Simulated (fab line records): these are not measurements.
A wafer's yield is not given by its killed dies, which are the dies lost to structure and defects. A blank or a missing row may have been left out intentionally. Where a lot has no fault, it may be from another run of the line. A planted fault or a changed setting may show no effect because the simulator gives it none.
A struck lot beside a sound one | flow ritCmos | 18 steps out of a route of 202
Sound: wafers L935.2, L935.3, L935.5. Wafers L942.1, L942.2, L942.4 were the ones struck. Last of all comes the cause.
For every step that has rows: the tool of each side, followed by ch and its chambers, followed by its first start. Under that, the readings that differ: sound wafers | struck wafers | difference of the means | sigmas: that difference in standard deviations of wafers without a fault.
alike: words and numbers the same on both sides, and readings whose means are apart by under 2 such deviations; not compared: readings that were withheld, readings missing a value for some wafer, numbers with overlapping values and no deviation given by the record, and bounds like >300 which may hide the same value.
The two part at a step that has a row with sigmas, a row that says differs or no value, or rows on one side only. Numbers that have no deviation but don't overlap get no sigmas and don't part them. Lack of a reading on every wafer of one side parts them only where that side has two or more wafers.

RIT_SDANNEAL_RS_MEAS_07: a four-point-probe measurement.
  sound on filmMetro-03 at day 5 04:26; struck on filmMetro-03 at day 6 15:21
  alike: NLDD_RS
then, 1 step without rows for these wafers: RIT_SILICIDE_WET_ETCH_00 (etches SiO2 in BOE, target depth 14 nm, time 15 s).
RIT_SILICIDE_SPUTTER_01: material Ti, target thk 30 nm, time 240 s.
  sound on pvdSputter-03 at day 5 04:34; struck on pvdSputter-01 at day 6 15:29
  alike: throttleValvePct
RIT_SILICIDE_RS_MEAS_02: a four-point-probe measurement.
  sound on filmMetro-04 at day 5 04:44; struck on filmMetro-01 at day 6 15:38
  alike: SILICIDE_TI_RS
RIT_SILICIDE_THK_MEAS_03: measures by xrf.
  sound on filmMetro-04 at day 5 04:50; struck on filmMetro-01 at day 6 15:45
  alike: SILICIDE_TI_THK
RIT_SILICIDE_RTA_04: time 10 s, ramp up 5 s, ramp down 5 s.
  sound on rtpAnneal-01 ch 0, day 5 04:54; struck on rtpAnneal-02 ch 0, day 6 15:49
  alike: wafer_temp_C_max
then, 1 step without rows for these wafers: RIT_SILICIDE_WET_ETCH_05 (etches Ti in SPM, time 120 s).
RIT_SILICIDE_RTA_06: time 10 s, ramp up 5 s, ramp down 10 s.
  sound on rtpAnneal-02 ch 0, day 5 05:04; struck on rtpAnneal-01 ch 0, day 6 15:55
reading          | sound             | struck            | difference | sigmas
wafer_temp_C_max | 752.1 751.0 753.3 | 753.8 754.1 755.5 | +2.3       | +3
RIT_CONTACT_CVD_00: deposits SiO2 from TEOS, target thk 400 nm, time 61 s.
  sound on pecvd-04 ch 0,2, day 5 05:07; struck on pecvd-03 ch 0,2, day 6 15:59
  alike: heaterPowerW
RIT_CONTACT_THK_MEAS_01:
  sound on filmMetro-03 at day 5 05:12; struck on filmMetro-04 at day 6 16:02
  alike: CONTACT_TEOS_THK
then, 2 steps without rows for these wafers: RIT_CONTACT_HMDS_02 (prime time 60 s); RIT_CONTACT_COAT_03 (resist thk 1000 nm).
RIT_CONTACT_SOFTBAKE_04: time 60 s.
  sound on lithoTrack-04 ch 0, day 5 05:34; struck on lithoTrack-04 ch 0, day 6 16:23
reading               | sound             | struck            | difference | sigmas
heaterPowerTotalW (W) | 34.53 34.45 34.56 | 46.67 46.63 46.59 | +12.12     | +99 or more
runLengthS (s)        | 89.51 89.36 89.55 | 48.72 48.77 48.61 | -40.77     | -99 or more
then, 2 steps without rows for these wafers: RIT_CONTACT_EXPOSE_05 (exposes mask M11, target cd 1000 nm); RIT_CONTACT_PEB_06.
RIT_CONTACT_DEVELOP_07: develop time 120 s.
  sound on lithoTrack-01 ch 0; struck on lithoTrack-04 ch 0
reading                                     | sound           | struck         | difference | sigmas
model.NOVOLAK_of_CONTACT_COAT_03.thkNm (nm) | 997.7 994.3 998 | 1024 1029 1030 | +31        | 
RIT_CONTACT_CD_MEAS_08: target cd 1000 nm.
  sound on cdSem-02 at day 5 06:14; struck on cdSem-02 at day 6 17:04
  alike: cdNm
RIT_M1_PROBE_99:
  sound on prober-01 at day 5 11:28; struck on prober-02 at day 6 23:14
  alike: killedAtContacts, killedAtFrontEnd, killedDies, killedOpen, killedShort

WHERE THEY PART
Earliest at RIT_SILICIDE_RTA_06; latest, in this record, at RIT_CONTACT_SOFTBAKE_04. Later steps at which nothing parts them and some readings are alike: RIT_CONTACT_CD_MEAS_08, RIT_M1_PROBE_99.

WHY: what had been put in by the simulator
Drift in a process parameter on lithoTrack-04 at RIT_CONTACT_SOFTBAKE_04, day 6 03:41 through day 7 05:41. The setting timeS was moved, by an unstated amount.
